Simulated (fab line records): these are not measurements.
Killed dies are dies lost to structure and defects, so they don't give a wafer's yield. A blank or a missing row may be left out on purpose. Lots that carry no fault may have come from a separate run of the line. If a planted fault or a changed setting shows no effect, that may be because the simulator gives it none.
fab line records + flow ritCmos
record:
- lots: 7
- wafers: 21
- lastDay: 6
route steps=202 shown ACTIVE@19 FOX1@20 FOX2@23 NWELL@28 M1@202
lots that met no fault: taken from a fault-free run of the same line
startH: the number of hours between the record's first day and the start of the first shown wafer of the lot + waitH: time in hours since the lot's previous step + " repeats the value in the row above + L1.1+2: a row that stands for several wafers + - no value, or no start was given + * or withheld: withheld + < > ~ a bound
route shown NAME@n: names a module that has steps shown in the file, with the first one's number in the route + usual: the fault-free wafers' mean and standard deviation + same: alike in all rows + chamber/n: place in a boat + sites: per-site readings + _std_site: the standard deviation of these + _edge_site: mean of outer sites minus mean of inner sites + radiusMm: how far each site lies from the wafer's centre + mask NAME#n: copy n + behind: the most recent tool/chamber to have shaped the wafer + hold: reason for holding the lot/hours on hold/outcome of the hold + device: transistor that didn't switch, given as n, p or np + end of line: at the end of the route, the tests of the same wafers + a step without rows: its recipe alone + killed: the dies lost at the first sort to structure and to defects; this is not the yield of the wafer + map: dies across one wafer; x = killed, . = not, _ = none there
set.NAME: setting as actually run; set.NAME@STEP: the setting as run at that earlier step + model.NAME: the simulator's own value behind a step, which no gauge read
lots at selected steps of the route; one table per step, one row per wafer
services: a tool's chamber out of use, with start hour (startH, from the record's first day; less than 0 if before it), hours out, and reason
== steps ==
step: RIT_ACTIVE_CLEAN_17
recipe:
- chemistry: SC2
- mix: 3:3:50
- timeS: 600
- tempC: 75
- dry: n2Spin
step: RIT_FOX1_OXIDATION_00
recipe:
- tempC: 1100
- ambient: H2O
- targetThkA: 3507
- pH2oTorr: 720
- oxTimeS: 1130
step: RIT_FOX1_THK_MEAS_01
recipe:
- reads: SiO2_of_FOX1_OXIDATION_00
usual:
- FOX1_OXIDE_THK: 349/7.6
| lot.wafer | tool         | chamber | startH | waitH | FOX1_OXIDE_THK[nm] |
|-----------|--------------|---------|--------|-------|--------------------|
| L858.1    | filmMetro-02 | -       | 35.18  | 0.0   | 352                |
| L858.4    | "            | -       | "      | "     | 350                |
| L858.6    | "            | -       | "      | "     | 351                |
| L859.2    | filmMetro-04 | -       | 39.52  | 0.0   | 348                |
| L859.4    | "            | -       | "      | "     | 358                |
| L859.5    | "            | -       | "      | "     | 354                |
| L860.1    | filmMetro-04 | -       | 43.23  | 0.0   | 352                |
| L860.2    | "            | -       | "      | "     | 350                |
| L860.6    | "            | -       | "      | "     | 349                |
| L862.2    | filmMetro-02 | -       | 54.12  | 0.0   | 348                |
| L862.3    | "            | -       | "      | "     | 342                |
| L862.5    | "            | -       | "      | "     | 347                |
| L869.3    | filmMetro-01 | -       | 88.42  | 0.0   | 357                |
| L869.4    | "            | -       | "      | "     | 346                |
| L869.5    | "            | -       | "      | "     | 356                |
| L870.1    | filmMetro-01 | -       | 94.44  | 0.0   | 356                |
| L870.3    | "            | -       | "      | "     | 343                |
| L870.5    | "            | -       | "      | "     | 346                |
| L871.3    | filmMetro-04 | -       | 98.45  | 0.0   | 343                |
| L871.5    | "            | -       | "      | "     | 337                |
| L871.6    | "            | -       | "      | "     | 339                |
step: RIT_FOX1_WET_ETCH_02
recipe:
- chemistry: BOE
- targetDepthNm: 350
- timeS: 390
- tempC: 21.5
- dry: n2Spin
- dilution: 10:1
- target: SiO2
step: RIT_FOX2_OXIDATION_00
recipe:
- tempC: 1096
- ambient: H2O
- targetThkA: 3507
- pH2oTorr: 720
- oxTimeS: 1130
step: RIT_FOX2_THK_MEAS_01
recipe:
- reads: SiO2_of_FOX2_OXIDATION_00
usual:
- FOX2_OXIDE_THK: 344/6.7
| lot.wafer | tool         | chamber | startH | waitH | FOX2_OXIDE_THK[nm] |
|-----------|--------------|---------|--------|-------|--------------------|
| L858.1    | filmMetro-04 | -       | 37.80  | 0.0   | 348                |
| L858.4    | "            | -       | "      | "     | 348                |
| L858.6    | "            | -       | "      | "     | 346                |
| L859.2    | filmMetro-04 | -       | 41.68  | 0.0   | 351                |
| L859.4    | "            | -       | "      | "     | 352                |
| L859.5    | "            | -       | "      | "     | 359                |
| L860.1    | filmMetro-02 | -       | 46.98  | 0.0   | 343                |
| L860.2    | "            | -       | "      | "     | 346                |
| L860.6    | "            | -       | "      | "     | 335                |
| L862.2    | filmMetro-04 | -       | 55.61  | 0.0   | 349                |
| L862.3    | "            | -       | "      | "     | 352                |
| L862.5    | "            | -       | "      | "     | 345                |
| L869.3    | filmMetro-03 | -       | 89.91  | 0.0   | 341                |
| L869.4    | "            | -       | "      | "     | 342                |
| L869.5    | "            | -       | "      | "     | 336                |
| L870.1    | filmMetro-02 | -       | 97.12  | 0.0   | 337                |
| L870.3    | "            | -       | "      | "     | 337                |
| L870.5    | "            | -       | "      | "     | 339                |
| L871.3    | filmMetro-02 | -       | 99.94  | 0.0   | 349                |
| L871.5    | "            | -       | "      | "     | 345                |
| L871.6    | "            | -       | "      | "     | 344                |
step: RIT_FOX2_CLEAN_02
recipe:
- chemistry: dHF
- dilution: 50:1
- timeS: 180
step: RIT_FOX2_WET_ETCH_03
recipe:
- chemistry: H3PO4
- target: Si3N4
- targetDepthNm: 195
- tempC: 165
- timeS: 2700
step: RIT_FOX2_THK_MEAS_90
recipe:
- reads: SiO2_of_FOX2_OXIDATION_00
usual:
- FIELD_OXIDE_LEFT_1_THK: 317/6.6
| lot.wafer | tool         | chamber | startH | waitH | FIELD_OXIDE_LEFT_1_THK[nm] |
|-----------|--------------|---------|--------|-------|----------------------------|
| L858.1    | filmMetro-04 | -       | 38.75  | 0.0   | 321                        |
| L858.4    | "            | -       | "      | "     | 320                        |
| L858.6    | "            | -       | "      | "     | 319                        |
| L859.2    | filmMetro-04 | -       | 42.56  | 0.0   | 324                        |
| L859.4    | "            | -       | "      | "     | 325                        |
| L859.5    | "            | -       | "      | "     | 331                        |
| L860.1    | filmMetro-03 | -       | 47.92  | 0.0   | 316                        |
| L860.2    | "            | -       | "      | "     | 319                        |
| L860.6    | "            | -       | "      | "     | 308                        |
| L862.2    | filmMetro-03 | -       | 57.53  | 0.0   | 321                        |
| L862.3    | "            | -       | "      | "     | 324                        |
| L862.5    | "            | -       | "      | "     | 318                        |
| L869.3    | filmMetro-02 | -       | 90.79  | 0.0   | 314                        |
| L869.4    | "            | -       | "      | "     | 316                        |
| L869.5    | "            | -       | "      | "     | 309                        |
| L870.1    | filmMetro-04 | -       | 98.00  | 0.0   | 310                        |
| L870.3    | "            | -       | "      | "     | 309                        |
| L870.5    | "            | -       | "      | "     | 311                        |
| L871.3    | filmMetro-03 | -       | 100.82 | 0.0   | 321                        |
| L871.5    | "            | -       | "      | "     | 318                        |
| L871.6    | "            | -       | "      | "     | 317                        |
step: RIT_NWELL_HMDS_00
recipe:
- primeTimeS: 60
- primeTempC: 140
step: RIT_NWELL_COAT_01
recipe:
- resist: NOVOLAK
- spinRpm: 2000
- resistThkNm: 1300
step: RIT_NWELL_SOFTBAKE_02
recipe:
- resist: NOVOLAK
- tempC: 90
- timeS: 60
step: RIT_NWELL_EXPOSE_03
recipe:
- maskId: M2
- na: 0.57
- targetCdNm: 43900
- doseMj: 250
usual:
- focusOffsetNm: 0.1/0.52
same:
- na: 0.57
| lot.wafer | tool            | chamber | startH | waitH | mask | focusOffsetNm | model.NWELL.overlayXNm |
|-----------|-----------------|---------|--------|-------|------|---------------|------------------------|
| L858.1    | ilineStepper-02 | 0       | 39.38  | 0.2   | M2#0 | 0.0           | 0.8833                 |
| L858.4    | "               | 0       | "      | "     | M2#0 | 0.0           | 0.8833                 |
| L858.6    | "               | 0       | "      | "     | M2#0 | 0.0           | 0.8833                 |
| L859.2    | ilineStepper-02 | 0       | 43.08  | 0.1   | M2#0 | 0.2           | -0.4681                |
| L859.4    | "               | 0       | "      | "     | M2#0 | -0.2          | -0.4681                |
| L859.5    | "               | 0       | "      | "     | M2#0 | -0.2          | -0.4681                |
| L860.1    | ilineStepper-01 | 0       | 48.56  | 0.2   | M2#0 | 0.7           | -0.4605                |
| L860.2    | "               | 0       | "      | "     | M2#0 | 0.8           | -0.4605                |
| L860.6    | "               | 0       | "      | "     | M2#0 | -0.2          | -0.4605                |
| L862.2    | ilineStepper-01 | 0       | 58.05  | 0.1   | M2#0 | 0.3           | 2.586                  |
| L862.3    | "               | 0       | "      | "     | M2#0 | -0.4          | 2.586                  |
| L862.5    | "               | 0       | "      | "     | M2#0 | -1.1          | 2.586                  |
| L869.3    | ilineStepper-02 | 0       | 91.44  | 0.2   | M2#0 | 0.8           | 2.28                   |
| L869.4    | "               | 0       | "      | "     | M2#0 | 0.0           | 2.28                   |
| L869.5    | "               | 0       | "      | "     | M2#0 | 0.9           | 2.28                   |
| L870.1    | ilineStepper-02 | 0       | 98.51  | 0.1   | M2#0 | 0.4           | 2.093                  |
| L870.3    | "               | 0       | "      | "     | M2#0 | 0.1           | 2.093                  |
| L870.5    | "               | 0       | "      | "     | M2#0 | -0.7          | 2.093                  |
| L871.3    | ilineStepper-02 | 0       | 101.35 | 0.1   | M2#0 | 0.7           | 4.381                  |
| L871.5    | "               | 0       | "      | "     | M2#0 | 0.3           | 4.381                  |
| L871.6    | "               | 0       | "      | "     | M2#0 | 0.9           | 4.381                  |
step: RIT_NWELL_PEB_04
recipe:
- resist: NOVOLAK
- tempC: withheld
- timeS: withheld
step: RIT_NWELL_DEVELOP_05
recipe:
- resist: NOVOLAK
- developTimeS: 68
- devTempC: 23
step: RIT_NWELL_OVL_MEAS_06
usual:
- NWELL_OVL: 1.1/1.1
| lot.wafer | tool       | chamber | startH | waitH | NWELL_OVL[nm] |
|-----------|------------|---------|--------|-------|---------------|
| L858.1    | overlay-02 | -       | 39.81  | -     | 2.1           |
| L858.4    | "          | -       | "      | "     | 1.2           |
| L858.6    | "          | -       | "      | "     | 1.1           |
| L859.2    | overlay-01 | -       | 43.49  | -     | 1.9           |
| L859.4    | "          | -       | "      | "     | 3.4           |
| L859.5    | "          | -       | "      | "     | 1.3           |
| L860.1    | overlay-01 | -       | 48.99  | -     | -0.8          |
| L860.2    | "          | -       | "      | "     | -1.3          |
| L860.6    | "          | -       | "      | "     | -0.1          |
| L862.2    | overlay-01 | -       | 58.47  | -     | 1.6           |
| L862.3    | "          | -       | "      | "     | 2.0           |
| L862.5    | "          | -       | "      | "     | 1.1           |
| L869.3    | overlay-02 | -       | 91.85  | -     | 3.5           |
| L869.4    | "          | -       | "      | "     | 5.2           |
| L869.5    | "          | -       | "      | "     | 4.2           |
| L870.1    | overlay-02 | -       | 98.94  | -     | 4.3           |
| L870.3    | "          | -       | "      | "     | 4.9           |
| L870.5    | "          | -       | "      | "     | 5.3           |
| L871.3    | overlay-02 | -       | 101.75 | -     | 5.7           |
| L871.5    | "          | -       | "      | "     | 4.4           |
| L871.6    | "          | -       | "      | "     | 4.3           |
step: RIT_NWELL_HARDBAKE_07
recipe:
- resist: NOVOLAK
- tempC: 140
- timeS: 120
step: RIT_M1_PROBE_99
usual:
- killedAtContacts: 0.1/0.25
- killedAtFrontEnd: 6.8/2.9
- killedDies: 6.9/2.9
- killedOnRim: 1.7/1.3
- killedOpen: 3.3/1.9
- killedShort: 3.6/1.9
same:
- grossDies: 264
- killed_at_M0_to_M3: 0
- killed_at_M4_up: 0
- killedAtBackSide: 0
- killedAtOther: 0
| lot.wafer | tool      | chamber | startH | waitH | killedAtContacts | killedAtFrontEnd | killedDies | killedOnRim | killedOpen | killedShort |
|-----------|-----------|---------|--------|-------|------------------|------------------|------------|-------------|------------|-------------|
| L859.2    | prober-02 | -       | 85.60  | 0.1   | 0                | 7                | 7          | 1           | 3          | 4           |
| L859.4    | prober-02 | -       | 85.70  | 0.2   | 0                | 5                | 5          | 1           | 3          | 2           |
| L859.5    | prober-02 | -       | 85.75  | 0.2   | 0                | 6                | 6          | 1           | 3          | 3           |
| L869.3    | prober-01 | -       | 133.36 | 0.2   | 0                | 10               | 10         | 2           | 4          | 6           |
| L869.4    | prober-01 | -       | 133.41 | 0.2   | 0                | 10               | 10         | 4           | 4          | 6           |
| L869.5    | prober-01 | -       | 133.46 | 0.2   | 0                | 11               | 11         | 3           | 5          | 6           |
killed by level:class
L859.2 FOX1:geometricParticle:short=3 FOX1:geometricParticle:open=1 GATE:geometricParticle:short=1 GATE:geometricParticle:open=1 SILICIDE:geometricParticle:open=1
L859.4 SILICIDE:geometricParticle:open=3 FOX1:geometricParticle:short=1 GATE:geometricParticle:short=1
L859.5 SPACER:geometricParticle:open=2 GATE:geometricParticle:open=1 GATE:geometricParticle:short=1 REOX:geometricParticle:short=1 SILICIDE:geometricParticle:short=1
L869.3 GATE:geometricParticle:open=4 FOX1:geometricParticle:short=2 GATE:geometricParticle:short=2 REOX:geometricParticle:short=1 SILICIDE:geometricParticle:short=1
L869.4 GATE:geometricParticle:short=3 REOX:geometricParticle:short=3 FOX1:geometricParticle:open=1 GATE:geometricParticle:open=1 REOX:geometricParticle:open=1 SPACER:geometricParticle:open=1
L869.5 GATE:geometricParticle:short=4 GATE:geometricParticle:open=4 REOX:geometricParticle:short=2 SPACER:geometricParticle:open=1
== services ==
| tool            | chamber | startH | hours | kind   |
|-----------------|---------|--------|-------|--------|
| ilineStepper-01 | -       | 23.22  | 1.2   | repair |
| ilineStepper-02 | -       | 43.42  | 1.7   | pm     |
== key ==
firstSign:
- step: RIT_NWELL_OVL_MEAS_06
- reading: NWELL_OVL
- direction: up
- sigmas: 3.1
- usual: 1.1
- struck: 4.6
effect none on later readings
modelEffect:
- step: RIT_NWELL_EXPOSE_03
- value: NWELL.overlayXNm
- without: -1.366
- struck: 2.918
metAt RIT_NWELL_EXPOSE_03
struckWafers L869.3,L869.4,L869.5,L870.1,L870.3,L870.5,L871.3,L871.5,L871.6
testerLeftOut L869,L870,L871
onsetBetween 43.08 91.44
alsoFits time
fault:
- kind: scannerMatchingOverlay
- tool: ilineStepper-02
- chamber: -
- onsetH: 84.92
- steps: RIT_NWELL_EXPOSE_03
- offset: 4.2841
testerLeftOut: of these lots the tester's yield and bins aren't shown, on N5 and GAA mostly nor the transistor test; their killed dies are dies lost to structure and defects alone, not to doping, threshold or leakage, so they don't give the yield
